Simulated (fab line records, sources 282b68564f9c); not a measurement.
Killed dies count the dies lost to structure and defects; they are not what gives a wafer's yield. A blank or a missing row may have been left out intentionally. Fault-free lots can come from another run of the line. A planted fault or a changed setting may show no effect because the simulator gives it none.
Lot-split experiment -- flow ritCmos -- 5 lots, 20 wafers read, on a route of 202 steps

== ABOUT THE SPLIT ==
At RIT_CONTACT_CVD_00 (deposits SiO2 from TEOS, target thk 400 nm, time 61 s), the setting rfW was moved away from the recipe's 400 W on 8 of the 20 wafers read, by -9.8% to +5.7%. This setting was run at the recipe's value on the other wafers.

The reading comes from the split's own step.

== THE READING ==
SiO2_of_CONTACT_CVD_00.thkNm (the simulator's own value, which no gauge read), in nm, at RIT_CONTACT_CVD_00 (deposits SiO2 from TEOS, target thk 400 nm, time 61 s). No usual value for it is given in the file. Across the 12 wafers here that went through the recipe, the average is 404.9 nm and the standard deviation 4.1 nm.

wafer,"tool, chamber at the split","rfW as run, W",against the recipe,"SiO2_of_CONTACT_CVD_00.thkNm, nm",against lot-mates on the recipe
L076.1,"pecvd-04, 1",361.8,-9.5%,387.2,-21.4
L076.2,"pecvd-04, 0",361.8,-9.5%,390.1,-18.5
L076.4,"pecvd-04, 1",400,recipe,401.8,-
L076.5,"pecvd-04, 0",400,recipe,413.7,-
L076.6,"pecvd-04, 2",400,recipe,410.3,-
L079.4,"pecvd-04, 0",422.8,+5.7%,418.7,+15.3
L079.6,"pecvd-04, 1",400,recipe,403.4,-
L080.1,"pecvd-02, 1",417.3,+4.3%,411.6,+6.2
L080.3,"pecvd-02, 0",400,recipe,400.2,-
L080.4,"pecvd-02, 2",400,recipe,407.6,-
L080.5,"pecvd-02, 0",417.3,+4.3%,412.4,+7.0
L080.6,"pecvd-02, 1",400,recipe,408.5,-
L083.1,"pecvd-02, 1",400,recipe,402.5,-
L083.3,"pecvd-02, 2",400,recipe,403,-
L083.5,"pecvd-02, 0",400,recipe,401,-
L085.1,"pecvd-04, 0",400,recipe,400.5,-
L085.2,"pecvd-04, 1",360.9,-9.8%,386,-17.2
L085.3,"pecvd-04, 2",360.9,-9.8%,388.8,-14.4
L085.4,"pecvd-04, 2",400,recipe,405.9,-
L085.5,"pecvd-04, 0",360.9,-9.8%,398.5,-4.7

THE FIT
A straight line over all 20 wafers: SiO2_of_CONTACT_CVD_00.thkNm changes by +1.61 nm for each +1% of rfW; r = +0.89; the points scatter about the line by 4.3 nm.
The same after taking each lot's own level away (the mean of its wafers on the recipe; 20 wafers): +1.66 nm for each +1%; r = +0.89; scatter 4.3 nm.
On that fit, the largest move of rfW shifts the reading by 16 nm.
Measured against the standard deviation above, the lots' own levels, which go from 402.17 to 408.60 nm, span 1.6 times it.
Consequently the slope shifts little with the lot-to-lot level, the two slopes agreeing.
Check: with one of the wafers moved furthest among these (-9.8%) left out of the fit, the line predicts -15.5 nm for it against its lot-mates. It came out at -17.2 nm against them.

== FURTHER SPLITS ON THESE WAFERS ==
Before the reading, these wafers also passed through other splits. Each is held against what the fit with the lots' levels taken away leaves over:
other split on the same wafers,wafers away from the commonest value,r with SiO2_of_CONTACT_CVD_00.thkNm (lot level and that fit taken away)
RIT_ACTIVE_OXIDATION_01 oxTimeS,12,-0.38
RIT_FOX2_OXIDATION_00 oxTimeS,15,+0.32
RIT_NWELL_IMPLANT_08 energyKev,10,+0.12
RIT_PWELL_IMPLANT_08 doseCm2,6,+0.14
RIT_NRETRO_IMPLANT_08 doseCm2,5,+0.05
RIT_GATE_DEVELOP_15 devTempC,4,-0.18
RIT_NLDD_COAT_01 resistThkNm,7,+0.04
RIT_NLDD_IMPLANT_08 doseCm2,7,+0.06
RIT_PLDD_IMPLANT_08 doseCm2,7,-0.14
RIT_PSD_IMPLANT_08 energyKev,9,+0.02
RIT_SDANNEAL_CLEAN_00 tempC,10,-0.23

== FILE'S OWN FIT ==
SiO2_of_CONTACT_CVD_00.thkNm changes by +1.7 nm for each +1% of rfW, r = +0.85.
